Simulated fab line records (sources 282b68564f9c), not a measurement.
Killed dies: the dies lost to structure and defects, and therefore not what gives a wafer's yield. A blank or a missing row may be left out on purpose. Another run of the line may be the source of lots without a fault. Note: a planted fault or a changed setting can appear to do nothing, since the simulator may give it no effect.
Split-lot trial / flow ritCmos / on a route of 202 steps: 5 lots, 23 wafers read

== THE SPLIT ITSELF ==
At RIT_PRETRO_SOFTBAKE_02 (time 60 s), the setting tempC was moved away from the recipe's 90 C on 10 of the 23 wafers read, by -3.3% to +2.5%. All remaining wafers had this setting at the recipe value.

== FROM THE SPLIT TO THE READING: what the file shows between them, 2 steps ==
- RIT_PRETRO_EXPOSE_03: exposes mask M5, target cd 43700 nm
- RIT_PRETRO_PEB_04

== THE READING ==
NOVOLAK_of_PRETRO_COAT_01.thkNm (the simulator's own value, which no gauge read), in nm, at RIT_PRETRO_DEVELOP_05 (develop time 66.21 s). The file gives no usual value for it. Average 1299 nm, standard deviation 2.6 nm, over the 13 wafers here run with the recipe.

wafer=L077.1; tool, chamber at the split=lithoTrack-03, 0; tempC as run, C=90; against the recipe=recipe; NOVOLAK_of_PRETRO_COAT_01.thkNm, nm=1303; against lot-mates on the recipe=-
wafer=L077.2; tool, chamber at the split=lithoTrack-03, 0; tempC as run, C=90; against the recipe=recipe; NOVOLAK_of_PRETRO_COAT_01.thkNm, nm=1300; against lot-mates on the recipe=-
wafer=L077.3; tool, chamber at the split=lithoTrack-03, 0; tempC as run, C=90; against the recipe=recipe; NOVOLAK_of_PRETRO_COAT_01.thkNm, nm=1299; against lot-mates on the recipe=-
wafer=L077.5; tool, chamber at the split=lithoTrack-03, 0; tempC as run, C=92.19; against the recipe=+2.4%; NOVOLAK_of_PRETRO_COAT_01.thkNm, nm=1293; against lot-mates on the recipe=-8
wafer=L077.6; tool, chamber at the split=lithoTrack-03, 0; tempC as run, C=92.19; against the recipe=+2.4%; NOVOLAK_of_PRETRO_COAT_01.thkNm, nm=1294; against lot-mates on the recipe=-7
wafer=L079.1; tool, chamber at the split=lithoTrack-03, 0; tempC as run, C=91.11; against the recipe=+1.2%; NOVOLAK_of_PRETRO_COAT_01.thkNm, nm=1300; against lot-mates on the recipe=-1
wafer=L079.2; tool, chamber at the split=lithoTrack-03, 0; tempC as run, C=90; against the recipe=recipe; NOVOLAK_of_PRETRO_COAT_01.thkNm, nm=1299; against lot-mates on the recipe=-
wafer=L079.4; tool, chamber at the split=lithoTrack-03, 0; tempC as run, C=91.11; against the recipe=+1.2%; NOVOLAK_of_PRETRO_COAT_01.thkNm, nm=1299; against lot-mates on the recipe=-2
wafer=L079.5; tool, chamber at the split=lithoTrack-03, 0; tempC as run, C=91.11; against the recipe=+1.2%; NOVOLAK_of_PRETRO_COAT_01.thkNm, nm=1297; against lot-mates on the recipe=-4
wafer=L079.6; tool, chamber at the split=lithoTrack-03, 0; tempC as run, C=90; against the recipe=recipe; NOVOLAK_of_PRETRO_COAT_01.thkNm, nm=1303; against lot-mates on the recipe=-
wafer=L082.1; tool, chamber at the split=lithoTrack-03, 0; tempC as run, C=92.25; against the recipe=+2.5%; NOVOLAK_of_PRETRO_COAT_01.thkNm, nm=1293; against lot-mates on the recipe=-6
wafer=L082.2; tool, chamber at the split=lithoTrack-03, 0; tempC as run, C=90; against the recipe=recipe; NOVOLAK_of_PRETRO_COAT_01.thkNm, nm=1295; against lot-mates on the recipe=-
wafer=L082.3; tool, chamber at the split=lithoTrack-03, 0; tempC as run, C=92.25; against the recipe=+2.5%; NOVOLAK_of_PRETRO_COAT_01.thkNm, nm=1289; against lot-mates on the recipe=-10
wafer=L082.4; tool, chamber at the split=lithoTrack-03, 0; tempC as run, C=90; against the recipe=recipe; NOVOLAK_of_PRETRO_COAT_01.thkNm, nm=1301; against lot-mates on the recipe=-
wafer=L082.5; tool, chamber at the split=lithoTrack-03, 0; tempC as run, C=90; against the recipe=recipe; NOVOLAK_of_PRETRO_COAT_01.thkNm, nm=1300; against lot-mates on the recipe=-
wafer=L083.1; tool, chamber at the split=lithoTrack-04, 0; tempC as run, C=90; against the recipe=recipe; NOVOLAK_of_PRETRO_COAT_01.thkNm, nm=1297; against lot-mates on the recipe=-
wafer=L083.5; tool, chamber at the split=lithoTrack-04, 0; tempC as run, C=90; against the recipe=recipe; NOVOLAK_of_PRETRO_COAT_01.thkNm, nm=1295; against lot-mates on the recipe=-
wafer=L083.6; tool, chamber at the split=lithoTrack-04, 0; tempC as run, C=90; against the recipe=recipe; NOVOLAK_of_PRETRO_COAT_01.thkNm, nm=1296; against lot-mates on the recipe=-
wafer=L085.2; tool, chamber at the split=lithoTrack-01, 0; tempC as run, C=90; against the recipe=recipe; NOVOLAK_of_PRETRO_COAT_01.thkNm, nm=1301; against lot-mates on the recipe=-
wafer=L085.5; tool, chamber at the split=lithoTrack-01, 0; tempC as run, C=90; against the recipe=recipe; NOVOLAK_of_PRETRO_COAT_01.thkNm, nm=1301; against lot-mates on the recipe=-
wafer=L085.3; tool, chamber at the split=lithoTrack-01, 0; tempC as run, C=86.99; against the recipe=-3.3%; NOVOLAK_of_PRETRO_COAT_01.thkNm, nm=1314; against lot-mates on the recipe=+13
wafer=L085.4; tool, chamber at the split=lithoTrack-01, 0; tempC as run, C=86.99; against the recipe=-3.3%; NOVOLAK_of_PRETRO_COAT_01.thkNm, nm=1313; against lot-mates on the recipe=+12
wafer=L085.6; tool, chamber at the split=lithoTrack-01, 0; tempC as run, C=86.99; against the recipe=-3.3%; NOVOLAK_of_PRETRO_COAT_01.thkNm, nm=1309; against lot-mates on the recipe=+8

THE FIT
A straight line over all 23 wafers: NOVOLAK_of_PRETRO_COAT_01.thkNm changes by -3.24 nm for each +1% of tempC; r = -0.90; the points scatter about the line by 2.7 nm.
The same after taking each lot's own level away (the mean of its wafers on the recipe; 23 wafers): -3.1 nm for each +1%; r = -0.94; scatter 1.9 nm.
The reading moves by 10 nm for the largest change in tempC, on that fit.
The lots' own levels span 1296.0 to 1301.0 nm, that is 1.9 times the standard deviation above.
The two slopes agree, so the slope changes little with the lot-to-lot level.
Check: +9.93 nm against its lot-mates is what the line predicts for one of the wafers moved furthest among these (-3.3%) when that wafer is left out of the fit. It came out at +13 nm against them.

== THE OTHER SPLITS THESE WAFERS WENT THROUGH ==
Before the reading, these wafers also passed through other splits. Each is held against what the fit with the lots' levels taken away leaves over:
other split on the same wafers=RIT_ACTIVE_OXIDATION_01 oxTimeS; wafers away from the commonest value=15; r with NOVOLAK_of_PRETRO_COAT_01.thkNm (lot level and that fit taken away)=-0.09
other split on the same wafers=RIT_ACTIVE_COAT_06 resistThkNm; wafers away from the commonest value=11; r with NOVOLAK_of_PRETRO_COAT_01.thkNm (lot level and that fit taken away)=-0.02

== THE FILE'S OWN FIT ==
NOVOLAK_of_PRETRO_COAT_01.thkNm changes by -3.02 nm for each +1% of tempC, r = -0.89.
